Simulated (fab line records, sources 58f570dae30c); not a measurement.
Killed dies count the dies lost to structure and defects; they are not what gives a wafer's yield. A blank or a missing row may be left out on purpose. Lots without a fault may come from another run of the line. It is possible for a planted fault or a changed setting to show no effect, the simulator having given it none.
Commonality check across tools :: flow berkeley cmos170 :: 14 lots, 42 wafers sampled

WHY THIS WAS OPENED
2 of 14 lots carry a flag on the reading FIELD_OXIDE_THK at UCB170_FIELD_THK_MEAS_02. Wafers without a fault read 553 nm, standard deviation 9.9.
Rule: a lot is flagged when every wafer of it that has a number lies more than 4 standard deviations from that mean, or none has a number. All remaining lots are regarded as sound.

lot: L901
measured: day 4 17:19
on: film metro-04
FIELD_OXIDE_THK (nm), wafer by wafer: 557 552 557
flag: 

lot: L902
measured: day 4 17:19
on: film metro-02
FIELD_OXIDE_THK (nm), wafer by wafer: 545 556 542
flag: 

lot: L903
measured: day 5 07:31
on: film metro-04
FIELD_OXIDE_THK (nm), wafer by wafer: 553 554 545
flag: 

lot: L904
measured: day 5 07:31
on: film metro-01
FIELD_OXIDE_THK (nm), wafer by wafer: 560 553 560
flag: 

lot: L905
measured: day 5 14:26
on: film metro-04
FIELD_OXIDE_THK (nm), wafer by wafer: 630 635 639
flag: FLAGGED

lot: L906
measured: day 5 14:27
on: film metro-01
FIELD_OXIDE_THK (nm), wafer by wafer: 631 636 631
flag: FLAGGED

lot: L909
measured: day 6 15:48
on: film metro-01
FIELD_OXIDE_THK (nm), wafer by wafer: 560 550 562
flag: 

lot: L915
measured: day 8 02:56
on: film metro-04
FIELD_OXIDE_THK (nm), wafer by wafer: 533 540 533
flag: 

lot: L914
measured: day 8 02:56
on: film metro-01
FIELD_OXIDE_THK (nm), wafer by wafer: 549 546 551
flag: 

lot: L916
measured: day 8 02:56
on: film metro-02
FIELD_OXIDE_THK (nm), wafer by wafer: 556 558 561
flag: 

lot: L919
measured: day 8 21:22
on: film metro-02
FIELD_OXIDE_THK (nm), wafer by wafer: 561 550 553
flag: 

lot: L920
measured: day 8 21:22
on: film metro-01
FIELD_OXIDE_THK (nm), wafer by wafer: 561 555 568
flag: 

lot: L921
measured: day 8 21:22
on: film metro-04
FIELD_OXIDE_THK (nm), wafer by wafer: 541 558 553
flag: 

lot: L918
measured: day 8 21:26
on: film metro-02
FIELD_OXIDE_THK (nm), wafer by wafer: 560 561 563
flag: 
On average the flagged lots' numbers are 634 nm, which is +81 nm against the usual, or +8 standard deviations.

WHICH TOOL EACH LOT WENT THROUGH
The record holds 2 process steps before the reading, out of a route of 331 steps. In each cell: the tool, then ch and the chambers that the sampled wafers went through, then the start.
lot: L901
flag: 
UCB170_PWELL_STRIP_16: plasma asher-03 ch 0,1, day 3 06:05
UCB170_FIELD_OXIDATION_01: furnace-02 ch 0, day 4 14:19

lot: L902
flag: 
UCB170_PWELL_STRIP_16: plasma asher-02 ch 0,1, day 3 06:22
UCB170_FIELD_OXIDATION_01: furnace-02 ch 0, day 4 14:19

lot: L903
flag: 
UCB170_PWELL_STRIP_16: plasma asher-04 ch 0,1, day 3 16:47
UCB170_FIELD_OXIDATION_01: furnace-04 ch 0, day 5 04:30

lot: L904
flag: 
UCB170_PWELL_STRIP_16: plasma asher-02 ch 0,1, day 3 16:41
UCB170_FIELD_OXIDATION_01: furnace-04 ch 0, day 5 04:30

lot: L905
flag: FLAGGED
UCB170_PWELL_STRIP_16: plasma asher-04 ch 0,1, day 4 03:01
UCB170_FIELD_OXIDATION_01: furnace-04 ch 0, day 5 11:26

lot: L906
flag: FLAGGED
UCB170_PWELL_STRIP_16: plasma asher-02 ch 0,1, day 4 03:18
UCB170_FIELD_OXIDATION_01: furnace-04 ch 0, day 5 11:26

lot: L909
flag: 
UCB170_PWELL_STRIP_16: plasma asher-02 ch 0,1, day 4 21:41
UCB170_FIELD_OXIDATION_01: furnace-02 ch 0, day 6 12:47

lot: L915
flag: 
UCB170_PWELL_STRIP_16: plasma asher-04 ch 0,1, day 6 06:47
UCB170_FIELD_OXIDATION_01: furnace-03 ch 0, day 7 23:56

lot: L914
flag: 
UCB170_PWELL_STRIP_16: plasma asher-03 ch 0,1, day 6 07:04
UCB170_FIELD_OXIDATION_01: furnace-03 ch 0, day 7 23:56

lot: L916
flag: 
UCB170_PWELL_STRIP_16: plasma asher-03 ch 0,1, day 6 06:49
UCB170_FIELD_OXIDATION_01: furnace-03 ch 0, day 7 23:56

lot: L919
flag: 
UCB170_PWELL_STRIP_16: plasma asher-02 ch 1, day 7 04:40
UCB170_FIELD_OXIDATION_01: furnace-04 ch 0, day 8 18:22

lot: L920
flag: 
UCB170_PWELL_STRIP_16: plasma asher-03 ch 0,1, day 7 04:56
UCB170_FIELD_OXIDATION_01: furnace-04 ch 0, day 8 18:22

lot: L921
flag: 
UCB170_PWELL_STRIP_16: plasma asher-04 ch 0,1, day 7 11:44
UCB170_FIELD_OXIDATION_01: furnace-04 ch 0, day 8 18:22

lot: L918
flag: 
UCB170_PWELL_STRIP_16: plasma asher-02 ch 0,1, day 7 05:08
UCB170_FIELD_OXIDATION_01: furnace-04 ch 0, day 8 18:22
These steps, and what they do:
- UCB170_PWELL_STRIP_16: strips in O2.
- UCB170_FIELD_OXIDATION_01: target thk 558.3 nm, ox time 7200 s.
- UCB170_FIELD_THK_MEAS_02

FLAGGED AGAINST TOTAL, ONE TOOL AT A TIME (gauges that did the reading follow at the end)
step: UCB170_PWELL_STRIP_16
tool: plasma asher-02
lots run: 6
flagged: 1
share of the flagged lots: some
sound lots run after its first flagged lot: 3 (L909,L919,L918)

step: UCB170_PWELL_STRIP_16
tool: plasma asher-03
lots run: 4
flagged: 0
share of the flagged lots: none
sound lots run after its first flagged lot: -

step: UCB170_PWELL_STRIP_16
tool: plasma asher-04
lots run: 4
flagged: 1
share of the flagged lots: some
sound lots run after its first flagged lot: 2 (L915,L921)

step: UCB170_FIELD_OXIDATION_01
tool: furnace-02
lots run: 3
flagged: 0
share of the flagged lots: none
sound lots run after its first flagged lot: -

step: UCB170_FIELD_OXIDATION_01
tool: furnace-03
lots run: 3
flagged: 0
share of the flagged lots: none
sound lots run after its first flagged lot: -

step: UCB170_FIELD_OXIDATION_01
tool: furnace-04
lots run: 8
flagged: 2
share of the flagged lots: all
sound lots run after its first flagged lot: 4 (L918,L919,L920,L921)

step: UCB170_FIELD_THK_MEAS_02
tool: film metro-01
lots run: 5
flagged: 1
share of the flagged lots: some
sound lots run after its first flagged lot: 3 (L909,L914,L920)

step: UCB170_FIELD_THK_MEAS_02
tool: film metro-02
lots run: 4
flagged: 0
share of the flagged lots: none
sound lots run after its first flagged lot: -

step: UCB170_FIELD_THK_MEAS_02
tool: film metro-04
lots run: 5
flagged: 1
share of the flagged lots: some
sound lots run after its first flagged lot: 2 (L915,L921)

WHAT THE TABLE ALLOWS
All flagged lots share 1 row of the table, namely furnace-04 at UCB170_FIELD_OXIDATION_01.
- furnace-04 at UCB170_FIELD_OXIDATION_01: 2 of its 8 lots flagged. After the first flagged lot (L918, L919, L920, L921), sound lots still ran on it; a lasting fault on the whole tool would not permit that. Its own readings (spike tc centre C, spike tc load C, spike tc source C, tube center temp C, tube_center_temp_C_max) fall more than 4 standard deviations out on all wafers of the flagged lots.
Every row of the table either missed a flagged lot or ran a sound lot after the first.

WHAT THE SIMULATOR PUT IN
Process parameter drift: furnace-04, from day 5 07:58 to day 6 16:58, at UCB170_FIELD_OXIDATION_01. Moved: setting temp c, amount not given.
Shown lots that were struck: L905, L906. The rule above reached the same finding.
